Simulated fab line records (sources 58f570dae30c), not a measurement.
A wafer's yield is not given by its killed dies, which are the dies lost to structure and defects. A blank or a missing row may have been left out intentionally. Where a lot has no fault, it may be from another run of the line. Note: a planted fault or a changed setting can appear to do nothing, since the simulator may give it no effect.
Which tool did it?	flow berkeley-cmos170	14 lots, 42 wafers sampled, at 2 steps of a route of 331

== WHAT THE GAUGES READ, wafer by wafer ==
UCB170_PWELL_THK_MEAS_06. Usual: PWELL_NITRIDE_THK typically reads 219.6 nm, with standard deviation 1.8.
lot	measured	on	PWELL_NITRIDE_THK (nm)	flag
L669	day 3 08:17	film-metro-02	215.2 215.9 217.2	
L670	day 3 18:25	film-metro-04	221.1 222.2 222.6	
L674	day 4 15:47	film-metro-02	219.4 217.9 219.3	
L676	day 4 23:43	film-metro-03	223.4 222.1 221.8	
L678	day 5 07:44	film-metro-04	222.1 221.6 223.1	
L679	day 5 17:44	film-metro-04	219.3 218.7 219.7	
L683	day 6 01:24	film-metro-04	218.1 218.4 218.6	
L682	day 6 01:25	film-metro-03	219.7 219.9 220.8	
L684	day 6 11:49	film-metro-04	221.2 218.9 220.5	
L686	day 6 22:08	film-metro-02	219.4 217.8 220.4	
L687	day 7 09:50	film-metro-04	219.0 218.6 219.2	
L689	day 7 09:50	film-metro-02	216.7 216.1 216.8	
L690	day 7 16:01	film-metro-03	216.5 216.1 216.9	
L691	day 7 16:01	film-metro-04	220.9 220.7 220.8	

UCB170_FIELD_THK_MEAS_90. Usual: FIELD_OXIDE_LEFT_1_THK typically reads 437 nm, with standard deviation 9.9.
lot	measured	on	FIELD_OXIDE_LEFT_1_THK (nm)	flag
L669	day 5 14:13	film-metro-03	434 434 427	
L670	day 6 01:28	film-metro-02	451 445 442	
L674	day 7 01:32	film-metro-04	426 436 436	
L676	day 7 01:38	film-metro-04	444 447 445	
L678	day 7 14:50	film-metro-04	447 452 448	
L679	day 8 08:44	film-metro-02	447 436 448	
L683	day 8 08:40	film-metro-04	425 418 425	
L682	day 8 08:40	film-metro-02	450 438 436	
L684	day 8 17:48	film-metro-02	425 426 423	
L686	day 9 08:41	film-metro-04	425 423 414	
L687	day 9 19:06	film-metro-04	438 451 440	
L689	day 9 19:02	film-metro-04	436 437 436	
L690	day 9 19:02	film-metro-02	434 448 433	
L691	day 9 19:02	film-metro-03	429 441 431	

== WHICH TOOL RAN EACH LOT (tool, then ch and the chambers of the sampled wafers, then the start) ==
The record holds no process step before these readings.

== AS READ BY THE TOOLS THEMSELVES (means over the sampled wafers that have a number; for cases with no such wafer, the mark the record gives instead) ==
The record holds no such reading with a usual standard deviation.

== THE ANSWER, worked out from the rows above alone ==
Rule: lot off if the mean of its wafers having a number is beyond 3 standard deviations from the usual mean. Also off: a lot with no number at a reading for which 4 or more lots have one. All remaining lots with rows at the step are treated as sound. After the gauges, taken in route order, come the tools' own readings; for these a lot's mean is taken, as printed above. The first step at which some lot is off is used, and at that step the reading that is off furthest; a lot without a number counts as furthest.
No lot is off on any of the readings shown, so nothing can be concluded from this.

== WHAT THE SIMULATOR HAD INSERTED ==
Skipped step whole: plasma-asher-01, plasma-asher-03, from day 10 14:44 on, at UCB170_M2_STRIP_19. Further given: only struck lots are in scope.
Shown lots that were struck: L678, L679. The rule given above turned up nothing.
